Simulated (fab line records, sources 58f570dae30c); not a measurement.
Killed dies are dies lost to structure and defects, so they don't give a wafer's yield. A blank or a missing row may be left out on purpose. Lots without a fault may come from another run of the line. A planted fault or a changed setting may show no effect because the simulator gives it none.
A struck lot beside a sound one | flow berkeley_cmos170 | 15 steps out of a route of 331
Sound: wafers L213.1, L213.2, L213.5. Struck: wafers L203.1, L203.4, L203.6. The cause comes at the end.
At each step with rows: each side's tool, then ch and its chambers, then its first start. Under that, the readings that differ: sound wafers | struck wafers | difference of the means | sigmas: that difference in standard deviations of wafers without a fault.
alike: readings whose means differ by less than 2 such deviations, and words and numbers that are the same on both sides. not compared: withheld readings, readings that some wafer has no value for, bounds like >300 that may hide the same value, and numbers for which the record gives no deviation and whose values overlap.
The two part at a step that has a row with sigmas, a row that says differs or no value, or rows on one side only. Numbers that don't overlap but have no deviation are shown without sigmas and don't part them. A reading that every wafer of one side lacks parts them only if that side has two wafers or more.

first, 4 steps without rows for these wafers: UCB170_NSD_CLEAN_11 (cleans in SPM, time 600 s); UCB170_BACKSIDE_HMDS_00 (prime time 60 s); UCB170_BACKSIDE_COAT_01 (resist thk 900 nm); UCB170_BACKSIDE_SOFTBAKE_02 (time 60 s).
UCB170_BACKSIDE_STRIP_03: strips in O2.
  sound on plasma_asher-01 ch 0,1, day 10 23:49; struck on plasma_asher-03 ch 0,1, day 9 06:31
  alike: drypump_motor_current_A, oes_product_au, strip_time_to_endpoint_s
  not compared: rf_hours_counter_h
then, 1 step without rows for these wafers: UCB170_BACKSIDE_CLEAN_04 (cleans in SPM, time 600 s).
UCB170_SDANNEAL_RTA_00: time 10 s.
  sound on rtp_anneal-02 ch 0, day 11 00:07; struck on rtp_anneal-01 ch 0, day 9 06:47
  reading          | sound             | struck            | difference | sigmas
  wafer_temp_C_max | 902.1 902.0 902.8 | 909.4 908.2 909.9 | +6.9       | +3
  alike: anneal_temp_c_max, lamp_power_pct
UCB170_SDANNEAL_RTA_01: time 5 s.
  sound on rtp_anneal-02 ch 0, day 11 00:11; struck on rtp_anneal-01 ch 0, day 9 06:51
  reading          | sound                | struck               | difference | sigmas
  wafer_temp_C_max | 1053.0 1053.5 1053.5 | 1058.8 1058.5 1058.7 | +5.3       | +2
  alike: anneal_temp_c_max, lamp_power_pct
UCB170_SDANNEAL_RS_MEAS_02: measures by four-point-probe.
  sound on film_metro-02, day 11 00:14; struck on film_metro-02, day 9 06:55
  alike: PSD_RS
UCB170_SDANNEAL_RS_MEAS_03: measures by four-point-probe.
  sound on film_metro-02, day 11 00:21; struck on film_metro-02, day 9 07:02
  alike: NSD_RS
UCB170_SDANNEAL_RS_MEAS_04: measures by four-point-probe.
  sound on film_metro-02, day 11 00:28; struck on film_metro-02, day 9 07:10
  alike: PLDD_RS
UCB170_SDANNEAL_RS_MEAS_05: measures by four-point-probe.
  sound on film_metro-02, day 11 00:35; struck on film_metro-02, day 9 07:17
  alike: NLDD_RS
UCB170_SILICIDE_PRE_CLEAN_00: preclean etch time 60 s.
  sound on pvd_sputter-01, day 11 00:43; struck on pvd_sputter-04, day 9 07:24
  reading                  | sound    | struck | difference                    | sigmas
  preclean_etch_time_s (s) | 60 60 60 | - - -  | no value on the struck wafers |
UCB170_SILICIDE_SPUTTER_01: material Ti, target thk 30 nm, time 25 s.
  sound on pvd_sputter-01, day 11 00:47; struck on pvd_sputter-04, day 9 07:28
  alike: chamber_pressure_pa, throttle_valve_pct
UCB170_M3_PROBE_99:
  the record has rows for the struck wafers here (prober-01, day 10 11:17) and none for the sound ones

WHERE THEY PART
First at UCB170_SDANNEAL_RTA_00; last, within this record, at UCB170_M3_PROBE_99.

WHY: what the simulator had put in
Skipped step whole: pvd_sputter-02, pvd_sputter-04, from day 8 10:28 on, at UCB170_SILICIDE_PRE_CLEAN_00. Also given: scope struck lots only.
